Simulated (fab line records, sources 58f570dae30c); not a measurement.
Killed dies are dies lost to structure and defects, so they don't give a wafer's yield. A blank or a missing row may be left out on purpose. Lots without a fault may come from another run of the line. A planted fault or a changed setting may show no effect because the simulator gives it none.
fab line records | flow berkeley_cmos170 | part 2 of 2: steps 26 to 34 of 34
record lots=5 wafers=15 last_day=13
route steps=331 shown CONTACT@237 M1@238 V1@254
lots that met no fault: from a run of the same line without faults
start_h: hours from the record's first day to the start of the lot's first wafer shown | wait_h: hours since the lot's step before | " the same as in the row above | L1.1+2: a row that stands for several wafers | - no value, or no start given | * or withheld: withheld | < > ~ a bound
route shown NAME@n: a module of which the file shows steps, and the number in the route of the first | usual: mean/standard deviation of fault-free wafers | same: alike in all rows | chamber/n: place in a boat | sites: the reading at each site | _std_site: their standard deviation | _edge_site: outer sites' mean less inner sites' | radius_mm: how far each site lies from the wafer's centre | mask NAME#n: copy n | behind: the tool/chamber that last shaped the wafer | hold: why the lot was held/for how many hours/how that ended | device: the transistor (n, p or np) that didn't switch | end of line: the same wafers' tests at the end of the route | a step without rows: its recipe alone | killed: dies lost to structure and defects at the first sort, not the wafer's yield | map: a wafer's dies, x killed, . not, _ none there
set.NAME: the setting as run; set.NAME@STEP: as run at that earlier step | model.NAME: the simulator's own value behind a step, which no gauge read
lots at some steps of the route; a table a step, a row a wafer
services: from which hour (start_h, from the record's first day; less than 0 if before it) a tool's chamber was out of use, for how many hours, and why
## steps
# step UCB170_V1_SOFTBAKE_08
# recipe resist=KrF temp_c=130 time_s=60
# usual resist_line_temp_C=23.00/0.095
# columns lot.wafer tool chamber start_h wait_h resist_line_temp_C
L074.1 litho_track-03 0 192.55 0.1 23.10
L074.2 " 0 " " 23.19
L074.6 " 0 " " 23.00
L081.1 litho_track-01 0 232.59 0.1 23.04
L081.2 " 0 " " 22.97
L081.5 " 0 " " 23.08
L082.1 litho_track-03 0 235.75 0.1 22.87
L082.4 " 0 " " 22.87
L082.6 " 0 " " 22.84
L084.1 litho_track-01 0 256.13 0.1 23.04
L084.3 " 0 " " 23.00
L084.6 " 0 " " 22.99
L097.1 litho_track-01 0 287.98 0.1 23.07
L097.3 " 0 " " 23.08
L097.4 " 0 " " 23.08
# step UCB170_V1_EXPOSE_09
# recipe mask_id=VIA1 target_cd_nm=700 na=0.5 sigma_outer=0.6 source_shape=conventional dose_mj=37
# usual reticle_temp_C=22.97/0.11
# columns lot.wafer tool chamber start_h wait_h mask reticle_temp_C
L074.1 krf_scanner-02 0 192.70 0.1 VIA1#0 22.90
L074.2 " 0 " " VIA1#0 23.07
L074.6 " 0 " " VIA1#0 23.00
L081.1 krf_scanner-02 0 - - VIA1#0 22.78
L081.2 " 0 " " VIA1#0 22.79
L081.5 " 0 " " VIA1#0 22.76
L082.1 krf_scanner-02 0 - - VIA1#0 22.99
L082.4 " 0 " " VIA1#0 23.11
L082.6 " 0 " " VIA1#0 22.97
L084.1 krf_scanner-02 0 256.51 0.4 VIA1#0 22.84
L084.3 " 0 " " VIA1#0 22.93
L084.6 " 0 " " VIA1#0 23.02
L097.1 krf_scanner-02 0 288.23 0.2 VIA1#0 22.82
L097.3 " 0 " " VIA1#0 22.96
L097.4 " 0 " " VIA1#0 22.97
# step UCB170_V1_PEB_10
# recipe peb_temp_c=130 peb_time_s=withheld resist=KrF
# usual resist_line_temp_C=22.98/0.1
# columns lot.wafer tool chamber start_h wait_h resist_line_temp_C
L074.1 litho_track-04 0 193.24 0.5 22.79
L074.2 " 0 " " 22.93
L074.6 " 0 " " 22.98
L081.1 litho_track-03 0 - - 22.83
L081.2 " 0 " " 22.86
L081.5 " 0 " " 23.05
L082.1 litho_track-03 0 - - 23.02
L082.4 " 0 " " 23.06
L082.6 " 0 " " 23.06
L084.1 litho_track-01 0 256.67 0.1 23.12
L084.3 " 0 " " 23.14
L084.6 " 0 " " 22.94
L097.1 litho_track-01 0 289.13 0.9 22.85
L097.3 " 0 " " 23.00
L097.4 " 0 " " 23.05
# step UCB170_V1_DEVELOP_11
# recipe developer=TMAH develop_time_s=45 resist=KrF dev_temp_c=21
# usual resist_line_temp_C=23.04/0.11
# columns lot.wafer tool chamber start_h wait_h resist_line_temp_C
L074.1 litho_track-04 0 - - 23.05
L074.2 " 0 " " 22.92
L074.6 " 0 " " 23.09
L081.1 litho_track-03 0 - - 23.05
L081.2 " 0 " " 23.15
L081.5 " 0 " " 23.04
L082.1 litho_track-03 0 - - 23.01
L082.4 " 0 " " 23.05
L082.6 " 0 " " 23.07
L084.1 litho_track-01 0 - - 23.03
L084.3 " 0 " " 23.04
L084.6 " 0 " " 23.07
L097.1 litho_track-01 0 - - 22.96
L097.3 " 0 " " 22.90
L097.4 " 0 " " 22.85
# step UCB170_V1_CD_MEAS_12
# recipe target_cd_nm=700
# usual cd_nm=700.2/1.5
# columns lot.wafer tool chamber start_h wait_h cd_nm
L074.1 cd_sem-02 - 193.52 - 702.1
L074.2 " - " " 702.1
L074.6 " - " " 700.9
L081.1 cd_sem-02 - 234.17 - 700.9
L081.2 " - " " 700.3
L081.5 " - " " 701.9
L082.1 cd_sem-02 - 237.35 - 699.3
L082.4 " - " " 699.7
L082.6 " - " " 701.4
L084.1 cd_sem-01 - 256.94 - 700.5
L084.3 " - " " 702.0
L084.6 " - " " 700.7
L097.1 cd_sem-01 - 289.49 - 701.1
L097.3 " - " " 701.9
L097.4 " - " " 701.4
# step UCB170_V1_OVL_MEAS_13
# usual V1_OVL=-1/5.7
# columns lot.wafer tool chamber start_h wait_h V1_OVL[nm]
L074.1 overlay-01 - 193.64 0.1 -9
L074.2 " - " " 0
L074.6 " - " " -8
L081.1 overlay-01 - 234.29 0.1 -7
L081.2 " - " " 6
L081.5 " - " " 4
L082.1 overlay-01 - 237.47 0.1 2
L082.4 " - " " -3
L082.6 " - " " 0
L084.1 overlay-02 - 257.06 0.1 -2
L084.3 " - " " 1
L084.6 " - " " 11
L097.1 overlay-01 - 289.61 0.1 5
L097.3 " - " " 10
L097.4 " - " " 1
# step UCB170_V1_ETCH_14
# recipe chemistry=CHF3/CF4/Ar target=SiO2 stop_on=Al CHF3_flow_sccm=45 cf4_flow_sccm=15 Ar_flow_sccm=150 pressure_mtorr=200 rf_w=700 target_depth_a=12500 over_etch_frac=0.25 time_s=280
# usual drypump_motor_current_A=5.8/0.44 oes_product_au=0.893/0.011 throttle_valve_pct=6.98/0.085
# same over_etch_frac=0.25
# columns lot.wafer tool chamber start_h wait_h drypump_motor_current_A oes_product_au rf_hours_counter_h throttle_valve_pct
L074.1 rie_diel-04 1 193.67 0.0 5.7 0.877 111 6.95
L074.2 " 0 " " 5.7 0.905 18 6.93
L074.6 " 3 " " 5.9 0.889 - 6.99
L081.1 rie_diel-01 2 234.33 0.0 6.0 0.893 58 6.98
L081.2 " 0 " " 5.5 0.877 16 6.97
L081.5 " 3 " " 6.4 0.875 - 6.96
L082.1 rie_diel-03 2 237.51 0.0 5.0 0.888 119 6.89
L082.4 " 1 " " 6.5 0.905 16 6.93
L082.6 " 3 " " 6.7 0.893 - 7.11
L084.1 rie_diel-01 3 257.10 0.0 6.4 0.881 85 6.97
L084.3 " 0 " " 5.5 0.884 17 6.96
L084.6 " 0 " " 5.5 0.875 - 6.96
L097.1 rie_diel-04 2 289.65 0.0 5.7 0.883 1 6.89
L097.3 " 0 " " 5.7 0.907 24 6.91
L097.4 " 0 " " 5.6 0.898 - 6.92
# step UCB170_V1_STRIP_15
# recipe chemistry=O2 power_w=400 pressure_mtorr=3500 platen_temp_c=withheld o2_flow_sccm=400 overash_fraction=0.5
# usual drypump_motor_current_A=5.6/0.34 oes_product_au=0.723/0.0043 strip_time_to_endpoint_s=15.59/0.1
# same overash_fraction=0.5
# columns lot.wafer tool chamber start_h wait_h drypump_motor_current_A oes_product_au rf_hours_counter_h strip_time_to_endpoint_s
L074.1 plasma_asher-03 1 193.85 0.1 5.6 0.722 45 15.61
L074.2 " 0 " " 6.3 0.724 45 15.59
L074.6 " 0 " " 6.3 0.718 - 15.51
L081.1 plasma_asher-01 1 234.51 0.1 5.7 0.725 50 15.41
L081.2 " 0 " " 5.3 0.723 50 15.45
L081.5 " 1 " " 5.7 0.727 - 15.33
L082.1 plasma_asher-03 0 237.68 0.1 6.3 0.724 52 15.48
L082.4 " 0 " " 6.3 0.720 - 15.70
L082.6 " 1 " " 5.6 0.731 - 15.63
L084.1 plasma_asher-01 0 257.28 0.1 5.2 0.717 54 15.44
L084.3 " 1 " " 5.7 0.728 - 15.58
L084.6 " 1 " " 5.7 0.724 - 15.65
L097.1 plasma_asher-01 1 289.83 0.1 5.8 0.730 58 15.51
L097.3 " 0 " " 5.3 0.728 - 15.62
L097.4 " 1 " " 5.8 0.719 - 15.66
# step UCB170_V1_CD_MEAS_90
# recipe target_cd_nm=700
# usual cd_nm=699.8/1.6
# columns lot.wafer tool chamber start_h wait_h cd_nm
L074.1 cd_sem-01 - 193.95 0.1 701.2
L074.2 " - " " 701.8
L074.6 " - " " 700.7
L081.1 cd_sem-02 - 234.61 0.1 700.4
L081.2 " - " " 700.7
L081.5 " - " " 700.9
L082.1 cd_sem-01 - 237.78 0.1 699.3
L082.4 " - " " 698.8
L082.6 " - " " 700.3
L084.1 cd_sem-02 - 257.38 0.1 699.6
L084.3 " - " " 701.7
L084.6 " - " " 700.0
L097.1 cd_sem-02 - 290.01 0.1 700.8
L097.3 " - " " 701.0
L097.4 " - " " 700.8
## services
# columns tool chamber start_h hours kind
rie_diel-03 2 164.16 3.0 repair
krf_scanner-01 - 164.40 0.8 repair
rie_diel-04 - 174.03 14.6 pm
krf_scanner-02 - 179.79 0.8 pm
plasma_asher-03 - 185.98 2.8 pm
krf_scanner-02 - 191.57 1.0 pm
pecvd-02 1 192.32 3.5 repair
krf_scanner-02 - 194.76 1.1 repair
rie_diel-01 - 200.00 4.0 pm
rie_diel-04 0 221.25 2.5 repair
rie_diel-03 - 230.53 2.8 pm
cmp-01 - 232.21 4.0 pm
rie_diel-03 - 234.64 0.3 repair
pecvd-01 - 239.57 1.2 repair
pecvd-02 - 242.50 14.0 pm
plasma_asher-03 - 247.52 28.1 pm
rie_diel-04 1 249.96 4.0 repair
rie_metal-04 1 251.01 1.6 repair
rie_diel-01 - 253.30 0.6 repair
cmp-01 - 278.13 6.2 pm
rie_diel-03 - 278.33 0.6 repair
krf_scanner-02 - 282.22 1.3 pm
rie_diel-04 3 284.00 15.6 repair
rie_diel-03 3 286.36 4.4 repair
